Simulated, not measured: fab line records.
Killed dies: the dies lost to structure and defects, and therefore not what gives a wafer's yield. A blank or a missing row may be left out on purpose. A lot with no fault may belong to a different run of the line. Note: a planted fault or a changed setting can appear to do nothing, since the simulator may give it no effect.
8D (eight disciplines) problem report, filled in by code :: flow berkeleyCmos170 :: the parts of the form that need people (team, actions taken, sign-off) are left out

== 1. PROBLEM STATEMENT ==
Mean of tubeCenterTempC at UCB170_GATE_ANNEAL_03: 910 C across 9 wafers in 3 lots; on wafers with no fault it is 900 C (standard deviation 0.076). So: +99 or more standard deviations from the usual mean.
The step: time 1800 s.
First seen on wafer L739.4, day 8 18:10, on furnace-02. The record holds 15 wafers of 5 lots with a number at this step. By rule, "out" or "out of limits" means more than 4 standard deviations away from the usual mean. All remaining wafers that have a number are taken as sound.

== 2. WHAT IT IS; WHAT IT IS NOT ==
question: which readings at this step
is: tubeCenterTempC, spikeTcCentreC, tube_center_temp_C_max
is not: -

question: which lots
is: L739, L740, L741
is not: L738, L748

question: which wafers of those lots
is: all that have a number
is not: -

question: read on which tools
is: furnace-02
is not: furnace-03

question: when
is: from day 8 18:10
is not: up to then (3 sound wafers); but 3 sound wafers of L748 came after

== 3. WHAT RULES OUT EACH SUSPECT ==
Counting: any tool at a process step up to the reading is kept as a suspect provided that every lot that is out went through it and no sound lot did after the first of them.
- furnace-02 at UCB170_GATE_ANNEAL_03 (time 1800 s): kept. It ran every lot that is out, first L739 (day 8 18:10), and no sound lot after that; its last sound lot up to then is L738 (day 8 07:13). Its own readings are out on those wafers: spikeTcCentreC, tubeCenterTempC, tube_center_temp_C_max.
Remaining after the count: furnace-02 at UCB170_GATE_ANNEAL_03.

== 4. THE CAUSE (what the simulator had put in) ==
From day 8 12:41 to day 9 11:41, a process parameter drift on furnace-02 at UCB170_GATE_ANNEAL_03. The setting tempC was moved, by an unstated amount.
Only this tool survived the counting.

== 5. THE CHAIN OF EFFECTS, in route order ==
Rows list readings where the struck wafers' mean (over those with a number) sits beyond 3 standard deviations from the usual. Scope: only readings with a usual standard deviation given in the record; hours: median across lots of the time from each lot's start at the first step in this table that gives one to its start at this step; sigmas: change in usual standard deviations.
hours: 0
step: UCB170_GATE_ANNEAL_03
reading: spikeTcCentreC
usual: 902.4 C
on struck wafers: 911.5
change: +9.1
sigmas: +7.0

hours: 0
step: UCB170_GATE_ANNEAL_03
reading: spikeTcSourceC
usual: 923.3 C
on struck wafers: 931.6
change: +8.3
sigmas: +3.2

hours: 0
step: UCB170_GATE_ANNEAL_03
reading: tubeCenterTempC
usual: 900 C
on struck wafers: 910
change: +10
sigmas: +99 or more

hours: 0
step: UCB170_GATE_ANNEAL_03
reading: tube_center_temp_C_max
usual: 902.3
on struck wafers: 912.5
change: +10.2
sigmas: +26
Its process steps:
- UCB170_GATE_ANNEAL_03: time 1800 s.

== 6. HOW IT WOULD HAVE BEEN CAUGHT EARLIER ==
First out-of-limits reading in this record: day 8 18:10, which is 5 hours after fault onset at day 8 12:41.
